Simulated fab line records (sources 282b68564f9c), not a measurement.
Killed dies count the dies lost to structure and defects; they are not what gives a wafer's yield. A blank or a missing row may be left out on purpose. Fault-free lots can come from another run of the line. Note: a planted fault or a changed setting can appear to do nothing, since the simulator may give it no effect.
Which tool is to blame? :: flow rit cmos :: Sampling: 8 lots, 24 wafers, 2 of 202 route steps

## WHAT THE GAUGES READ, wafer by wafer
RIT_NRETRO_OVL_MEAS_06.
lot: L795
measured: day 2 10:23
on: overlay-02
NRETRO_OVL (nm): -0.8 -0.6 -1.8

lot: L798
measured: day 3 01:59
on: overlay-01
NRETRO_OVL (nm): 0.2 0.1 0.8

lot: L801
measured: day 3 15:55
on: overlay-02
NRETRO_OVL (nm): -0.1 -1.5 -0.1

lot: L806
measured: day 4 17:00
on: overlay-02
NRETRO_OVL (nm): 0.7 2.0 0.8

lot: L808
measured: day 5 03:50
on: overlay-01
NRETRO_OVL (nm): -1.8 -0.4 -0.1

lot: L811
measured: day 5 18:19
on: overlay-02
NRETRO_OVL (nm): -299.0 -297.2 -298.7

lot: L815
measured: day 6 13:58
on: overlay-01
NRETRO_OVL (nm): -299.6 -298.5 -298.0

lot: L817
measured: day 7 03:53
on: overlay-02
NRETRO_OVL (nm): -0.4 1.2 0.0

## WHAT TOOL EACH LOT RAN ON (gives the tool, then ch and the chambers of the sampled wafers, and finally the start)
lot: L795
RIT_NRETRO_EXPOSE_03: iline stepper-01 ch 0, day 2 09:57

lot: L798
RIT_NRETRO_EXPOSE_03: iline stepper-02 ch 0, day 3 01:35

lot: L801
RIT_NRETRO_EXPOSE_03: iline stepper-01 ch 0, day 3 15:31

lot: L806
RIT_NRETRO_EXPOSE_03: iline stepper-01 ch 0, day 4 16:34

lot: L808
RIT_NRETRO_EXPOSE_03: iline stepper-01 ch 0, day 5 03:24

lot: L811
RIT_NRETRO_EXPOSE_03: iline stepper-02 ch 0, day 5 17:53

lot: L815
RIT_NRETRO_EXPOSE_03: iline stepper-02 ch 0, day 6 13:32

lot: L817
RIT_NRETRO_EXPOSE_03: iline stepper-01 ch 0, day 7 03:28
- RIT_NRETRO_EXPOSE_03: exposes mask M4, target cd 43900 nm.

## THE ANSWER, worked out from the rows above alone
Rule: the lots themselves supply what counts as usual. The widest of any qualifying gaps counts: lots, ordered by their means at a reading, are off when they make up no more than a third of the lots, leave a main group of 4 or more, and stand apart from it by 3 or more times the standard deviation of that group's means. Not used: any main group whose means are identical at the precision the tables above print for the reading. A lot without any number at a reading at which 4 lots or more have one is off too. Any other lot the step has rows for is counted as sound.
Off: at RIT_NRETRO_OVL_MEAS_06 (NRETRO_OVL), L811, L815. Main group: mean -0.1 nm, sd 0.77.
A tool fits if, at a process step before that reading, it ran every lot that is off, and no sound lot after the first of them. Gauges at RIT_NRETRO_OVL_MEAS_06: tried the same way as those tools. One fits: RIT_NRETRO_EXPOSE_03 on iline stepper-02. Its last sound lot is L798 (day 3 01:35), its first lot that is off L811 (day 5 17:53): a fault that began between those two fits.

## WHAT WAS PUT IN BY THE SIMULATOR
Scanner matching overlay: iline stepper-02, from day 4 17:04 on, at RIT_NRETRO_EXPOSE_03. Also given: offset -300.
Lots struck among those shown: L811, L815. The rule above found the same.
